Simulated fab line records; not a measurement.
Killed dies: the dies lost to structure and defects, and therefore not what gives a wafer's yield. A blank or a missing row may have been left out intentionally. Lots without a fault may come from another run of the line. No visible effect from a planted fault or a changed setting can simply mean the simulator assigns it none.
Chamber matching / flow berkeley cmos170 / 4 sister chambers for UCB170_V2_CMP_02 on cmp-01
The step polishes SiO2. 14 wafers are shown with their chamber, then 7 later ones without.

## WAFERS, EACH WITH ITS CHAMBER
wafer=L171.1; chamber=3; motor current A (A)=14.5; slurry flow ml min=150.3
wafer=L171.3; chamber=1; motor current A (A)=15.5; slurry flow ml min=150.3
wafer=L171.6; chamber=1; motor current A (A)=15.2; slurry flow ml min=149.2
wafer=L176.3; chamber=2; motor current A (A)=15.6; slurry flow ml min=150.6
wafer=L176.4; chamber=0; motor current A (A)=17.1; slurry flow ml min=150.0
wafer=L176.6; chamber=3; motor current A (A)=15.2; slurry flow ml min=150.5
wafer=L174.2; chamber=1; motor current A (A)=14.9; slurry flow ml min=149.2
wafer=L174.3; chamber=2; motor current A (A)=16.5; slurry flow ml min=150.4
wafer=L174.6; chamber=3; motor current A (A)=15.7; slurry flow ml min=150.9
wafer=L185.1; chamber=2; motor current A (A)=16.0; slurry flow ml min=150.0
wafer=L185.3; chamber=1; motor current A (A)=14.2; slurry flow ml min=149.7
wafer=L185.6; chamber=2; motor current A (A)=15.6; slurry flow ml min=150.7
wafer=L183.1; chamber=2; motor current A (A)=15.9; slurry flow ml min=149.1
wafer=L183.2; chamber=3; motor current A (A)=15.0; slurry flow ml min=150.3

SIGNATURES (means of the wafers above)
reading=motor current A; chamber 0=17.100; chamber 1=14.950; chamber 2=15.920; chamber 3=15.100; scatter within a chamber=0.471
reading=slurry flow ml min; chamber 0=150.000; chamber 1=149.600; chamber 2=150.160; chamber 3=150.500; scatter within a chamber=0.525
Rule: a wafer lies at a distance from a chamber equal to the root of the sum of squares, over the readings, of (its reading less the chamber's mean, divided by the reading's scatter). If the next closest chamber is less than 2 further off than the closest, the wafer can't be placed; otherwise it belongs to the closest. The scatter: take each reading less its chamber's mean, square it, sum over the shown wafers, divide by the number of wafers less the number of chambers, and take the root.

## WAFERS WITH NO CHAMBER GIVEN
wafer=L183.3; motor current A (A)=16.2; slurry flow ml min=149.9
wafer=L192.2; motor current A (A)=15.4; slurry flow ml min=150.7
wafer=L192.5; motor current A (A)=14.6; slurry flow ml min=150.4
wafer=L192.6; motor current A (A)=15.9; slurry flow ml min=149.6
wafer=L194.3; motor current A (A)=16.2; slurry flow ml min=149.5
wafer=L194.5; motor current A (A)=15.6; slurry flow ml min=150.4
wafer=L194.6; motor current A (A)=15.6; slurry flow ml min=149.5

## EACH ONE'S CHAMBER
wafer=L183.3; from the rows above=can't be placed: 2 or 0 or 3 or 1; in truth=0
wafer=L192.2; from the rows above=can't be placed: 3 or 2 or 1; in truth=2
wafer=L192.5; from the rows above=can't be placed: 3 or 1 or 2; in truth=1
wafer=L192.6; from the rows above=can't be placed: 2 or 1 or 3 or 0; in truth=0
wafer=L194.3; from the rows above=can't be placed: 2 or 0 or 1 or 3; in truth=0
wafer=L194.5; from the rows above=can't be placed: 2 or 3 or 1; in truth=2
wafer=L194.6; from the rows above=can't be placed: 1 or 2 or 3 or 0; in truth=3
Correctly placed: 0 of 7. Not placeable from these rows: 7 (in 7, the candidates include the true chamber). Number placed wrongly: 0.
